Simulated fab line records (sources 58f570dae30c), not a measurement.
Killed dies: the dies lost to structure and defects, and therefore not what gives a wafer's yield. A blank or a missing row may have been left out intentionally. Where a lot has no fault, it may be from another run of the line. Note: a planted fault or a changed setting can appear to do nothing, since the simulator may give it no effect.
8D (eight disciplines) problem report, filled in by code    flow berkeleyCmos170    the parts of the form that need people (team, actions taken, sign-off) are left out

== 1. THE ISSUE ==
At UCB170_PFIELD_EXPOSE_03, exposureDoseMJCm2 averages 29.22 over 12 wafers from 4 lots, while fault-free wafers read 29.99, standard deviation 0.033. Measured from the usual mean, that is -23 standard deviations.
The step: exposes mask PFIELD, target cd 1500 nm.
Earliest sighting: wafer L138.2 on krfScanner-01 at day 5 05:33. The record holds 42 wafers of 14 lots with a number at this step. Rule for "out", or "out of limits": more than 4 standard deviations from the usual mean. Any other wafer with a number is counted as sound.

== 2. WHAT IT IS, AND WHAT IT ISN'T ==
question                     is                      is not
which readings at this step  exposureDoseMJCm2       -
which lots                   L138, L142, L143, L145  L132, L133, L134, L135, L136, L137, L147, L149, L150, L155
which wafers of those lots   all that have a number  -
read on which tools          krfScanner-01           krfScanner-02
when                         from day 5 05:33        up to then (18 sound wafers); but 12 sound wafers of L147, L149, L150, L155 came after

== 3. THE SUSPECTS, EACH WITH WHAT RULES IT OUT ==
Counting: a tool at any process step up to the reading remains a suspect when it ran all the lots that are out and ran no sound lot after the first of those.
- krfScanner-01 at UCB170_PFIELD_EXPOSE_03 (exposes mask PFIELD, target cd 1500 nm): kept. Every lot that is out went through it, starting with L138 (day 5 05:33), and after that it ran no sound lot; the last sound lot it ran before then is L136 (day 4 16:19). Its own exposureDoseMJCm2 readings are out on those wafers.
Remaining after the count: krfScanner-01 at UCB170_PFIELD_EXPOSE_03.

== 4. THE CAUSE (what the simulator had put in) ==
Drift in process parameters on krfScanner-01 at UCB170_PFIELD_EXPOSE_03, starting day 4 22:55. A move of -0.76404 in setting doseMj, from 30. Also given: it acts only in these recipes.
After counting, this tool was the only one left.

== 5. SEQUENCE OF EFFECTS, ordered by route ==
Each row: a reading whose mean over the struck wafers that have a number lies more than 3 standard deviations from the usual. Scope: only readings with a usual standard deviation given in the record; hours: median across lots of the time from each lot's start at the first step in this table that gives one to its start at this step; sigmas: change in usual standard deviations.
hours  step                     reading            usual  on struck wafers  change  sigmas
0      UCB170_PFIELD_EXPOSE_03  exposureDoseMJCm2  29.99  29.22             -0.77   -23
It contains these process steps:
- UCB170_PFIELD_EXPOSE_03: exposes mask PFIELD, target cd 1500 nm.
Later measuring or inspecting steps at which every struck wafer that the step has a row for has a number for every such reading, and none has moved that far: UCB170_PFIELD_OVL_MEAS_06.

== 6. HOW IT WOULD HAVE BEEN CAUGHT EARLIER ==
7 hours passed between the start of the fault at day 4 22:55 and the first reading out of limits in this record, taken at day 5 05:33.
